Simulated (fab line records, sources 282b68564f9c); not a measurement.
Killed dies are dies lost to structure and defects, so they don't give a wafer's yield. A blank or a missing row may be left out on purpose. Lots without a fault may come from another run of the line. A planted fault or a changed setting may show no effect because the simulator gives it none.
Split-lot experiment | flow rit_cmos | 5 lots, 23 wafers read, on a route of 202 steps

THE SPLIT
At RIT_ACTIVE_OXIDATION_01 (target thk 46.8 nm, ox time 3360 s), the setting temp_c was moved away from the recipe's 1000 C on 20 of the 23 wafers read, by -1.7% to +2.9%. The other wafers ran this setting at the recipe's value.

The file shows no step between the split and the reading.

THE READING
ACTIVE_OXIDE_THK, in nm, at RIT_ACTIVE_THK_MEAS_02. Fault-free wafers of this fab line usually give 47.2 nm, standard deviation 0.91 nm.

wafer  | tool, chamber at the split | temp_c as run, C | against the recipe | ACTIVE_OXIDE_THK, nm | against lot-mates on the recipe
L074.1 | -, -                       | 1028             | +2.8%              | 62.2                 | no lot-mate on the recipe
L074.2 | -, -                       | 1028             | +2.8%              | 61.1                 | no lot-mate on the recipe
L074.4 | -, -                       | 1028             | +2.8%              | 62.0                 | no lot-mate on the recipe
L074.5 | -, -                       | 1028             | +2.8%              | 61.7                 | no lot-mate on the recipe
L074.6 | -, -                       | 1028             | +2.8%              | 62.0                 | no lot-mate on the recipe
L076.2 | furnace-04, 0              | 1000             | recipe             | 48.3                 | -
L076.3 | furnace-04, 0              | 1000             | recipe             | 47.4                 | -
L076.5 | furnace-04, 0              | 1000             | recipe             | 47.9                 | -
L078.1 | -, -                       | 1029             | +2.9%              | 62.4                 | no lot-mate on the recipe
L078.2 | -, -                       | 1029             | +2.9%              | 61.4                 | no lot-mate on the recipe
L078.3 | -, -                       | 1029             | +2.9%              | 62.2                 | no lot-mate on the recipe
L078.4 | -, -                       | 1029             | +2.9%              | 62.3                 | no lot-mate on the recipe
L078.6 | -, -                       | 1029             | +2.9%              | 62.6                 | no lot-mate on the recipe
L080.1 | -, -                       | 983.4            | -1.7%              | 39.9                 | no lot-mate on the recipe
L080.3 | -, -                       | 983.4            | -1.7%              | 40.7                 | no lot-mate on the recipe
L080.4 | -, -                       | 983.4            | -1.7%              | 41.5                 | no lot-mate on the recipe
L080.5 | -, -                       | 983.4            | -1.7%              | 40.9                 | no lot-mate on the recipe
L080.6 | -, -                       | 983.4            | -1.7%              | 41.2                 | no lot-mate on the recipe
L083.1 | -, -                       | 1020             | +2.0%              | 55.2                 | no lot-mate on the recipe
L083.3 | -, -                       | 1020             | +2.0%              | 55.0                 | no lot-mate on the recipe
L083.4 | -, -                       | 1020             | +2.0%              | 54.3                 | no lot-mate on the recipe
L083.5 | -, -                       | 1020             | +2.0%              | 54.7                 | no lot-mate on the recipe
L083.6 | -, -                       | 1020             | +2.0%              | 54.2                 | no lot-mate on the recipe

THE FIT
A straight line over all 23 wafers: ACTIVE_OXIDE_THK changes by +4.58 nm for each +1% of temp_c; r = +0.99; the points scatter about the line by 1.5 nm.
Too few moved wafers have a lot-mate on the recipe to fit a line with each lot's own level taken away.

THE WHOLE CHAIN: every reading that the file lists as answering this split, in the file's order
step                    | what it does                                            | reading                                                                             | change (the file's fit)              | r (the file's)
RIT_ACTIVE_OXIDATION_01 | target thk 46.8 nm, ox time 3360 s                      | SiO2_of_ACTIVE_OXIDATION_01.thk_nm (the simulator's own value, which no gauge read) | +4.57 nm for each +1% of the setting | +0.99
RIT_ACTIVE_THK_MEAS_02  |                                                         | ACTIVE_OXIDE_THK                                                                    | +4.57 for each +1% of the setting    | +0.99
RIT_FOX2_WET_ETCH_03    | etches Si3N4 in H3PO4, target depth 195 nm, time 2700 s | SiO2_of_ACTIVE_OXIDATION_01.thk_nm (the simulator's own value, which no gauge read) | +4.19 nm for each +1% of the setting | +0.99

THE FILE'S OWN FIT
ACTIVE_OXIDE_THK changes by +4.57 nm for each +1% of temp_c, r = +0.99.
